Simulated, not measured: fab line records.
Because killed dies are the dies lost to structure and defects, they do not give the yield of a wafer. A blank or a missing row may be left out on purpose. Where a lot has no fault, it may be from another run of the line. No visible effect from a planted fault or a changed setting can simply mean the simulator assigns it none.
Struck lot and sound lot, side by side	flow berkeley-cmos170	18 steps out of a route of 331
Sound: these wafers, L545.2, L545.3, L545.6. The struck wafers were L542.1, L542.3, L542.5. The cause is named last.
Order at every step that has rows: each side's tool, ch and its chambers, its first start. Under that, the readings that differ: sound wafers	struck wafers	difference of the means	sigmas: that difference in standard deviations of wafers without a fault.
alike: readings whose means differ by less than 2 such deviations, and words and numbers that are the same on both sides. not compared: withheld readings, readings that some wafer has no value for, bounds like >300 that may hide the same value, and numbers for which the record gives no deviation and whose values overlap.
The two part at a step that has a row with sigmas, a row that says differs or no value, or rows on one side only. Non-overlapping numbers with no deviation appear without sigmas and do not part them. A reading missing from all wafers of one side parts the sides only when that side holds two or more wafers.

first, 2 steps without rows for these wafers: UCB170_GATE_PEB_10; UCB170_GATE_DEVELOP_11 (develop time 45 s).
UCB170_GATE_CD_MEAS_12 targets a cd of 350 nm.
  struck on cd-sem-01, day 8 02:48; sound on cd-sem-01, day 9 06:55
  alike: cd-nm
UCB170_GATE_OVL_MEAS_13:
  struck on overlay-02, day 8 02:55; sound on overlay-01, day 9 07:02
  alike: GATE_OVL
UCB170_GATE_ETCH_14: etches BARC in N2/H2.
  sound on rie-diel-03 ch 1,2,3, day 9 07:04; struck on rie-diel-03 ch 0,1,2, day 8 02:57
  alike: drypump-motor-current-A, oes-product-au, throttle-valve-pct
UCB170_GATE_ETCH_15: etches poly-Si in HBr/Cl2, stops on SiO2, time 56.3 s, target depth 278.2 nm.
  sound on rie-si-01 ch 0,2, day 9 07:06; struck on rie-si-02 ch 0,1,3, day 8 03:00
  alike: drypump-motor-current-A, oes-product-au, throttle-valve-pct
  not compared: rf-hours-counter-h
UCB170_GATE_STRIP_16: strips in O2.
  sound on plasma-asher-02 ch 0,1, day 9 07:09; struck on plasma-asher-01 ch 0,1, day 8 03:02
reading	sound	struck	difference	sigmas
drypump-motor-current-A (A)	5.7 6.8 6.8	4.9 5.4 5.4	-1.2	-2
  alike: oes-product-au
  not compared: rf-hours-counter-h
UCB170_GATE_CD_MEAS_90 targets a cd of 350 nm.
  struck on cd-sem-01, day 8 03:08; sound on cd-sem-01, day 9 07:16
  alike: cd-nm
then, 4 steps without rows for these wafers: UCB170_GATE_CLEAN_17 (cleans in SPM, time 600 s); UCB170_PLDD_HMDS_00 (prime time 60 s); UCB170_PLDD_COAT_01 (resist thk 900 nm); UCB170_PLDD_SOFTBAKE_02 (time 60 s).
UCB170_PLDD_EXPOSE_03: exposes mask PSELECT, target cd 1200 nm.
  sound on krf-scanner-01 ch 0, day 9 08:02; struck on krf-scanner-02 ch 0, day 8 03:53
reading	sound	struck	difference	sigmas
exposure-dose-mJ-cm2	29.95 29.97 29.94	31.29 31.26 31.24	+1.31	+35
  alike: mask
then, 2 steps without rows for these wafers: UCB170_PLDD_PEB_04; UCB170_PLDD_DEVELOP_05 (develop time 45 s).
UCB170_PLDD_CD_MEAS_06 targets a cd of 1200 nm.
  struck on cd-sem-01, day 8 04:50; sound on cd-sem-01, day 9 08:25
reading	sound	struck	difference	sigmas
cd-nm (nm)	1199.7 1201.5 1202.0	1207.0 1205.8 1206.8	+5.5	+3
  not compared: hold
UCB170_PLDD_OVL_MEAS_07:
  struck on overlay-02, day 8 07:40; sound on overlay-02, day 9 08:32
reading	sound	struck	difference	sigmas
hold	- - -	await-dispo/2.7h/release await-dispo/2.7h/release await-dispo/2.7h/release	no value on the sound wafers	
  alike: PLDD_OVL
UCB170_M3_PROBE_99:
  rows exist in the record for the struck wafers here (prober-01, day 9 16:10), but not for the sound ones

## WHERE THEY PART
Last at UCB170_M3_PROBE_99 as far as this record goes, first at UCB170_GATE_STRIP_16.

WHY: the cause the simulator had injected
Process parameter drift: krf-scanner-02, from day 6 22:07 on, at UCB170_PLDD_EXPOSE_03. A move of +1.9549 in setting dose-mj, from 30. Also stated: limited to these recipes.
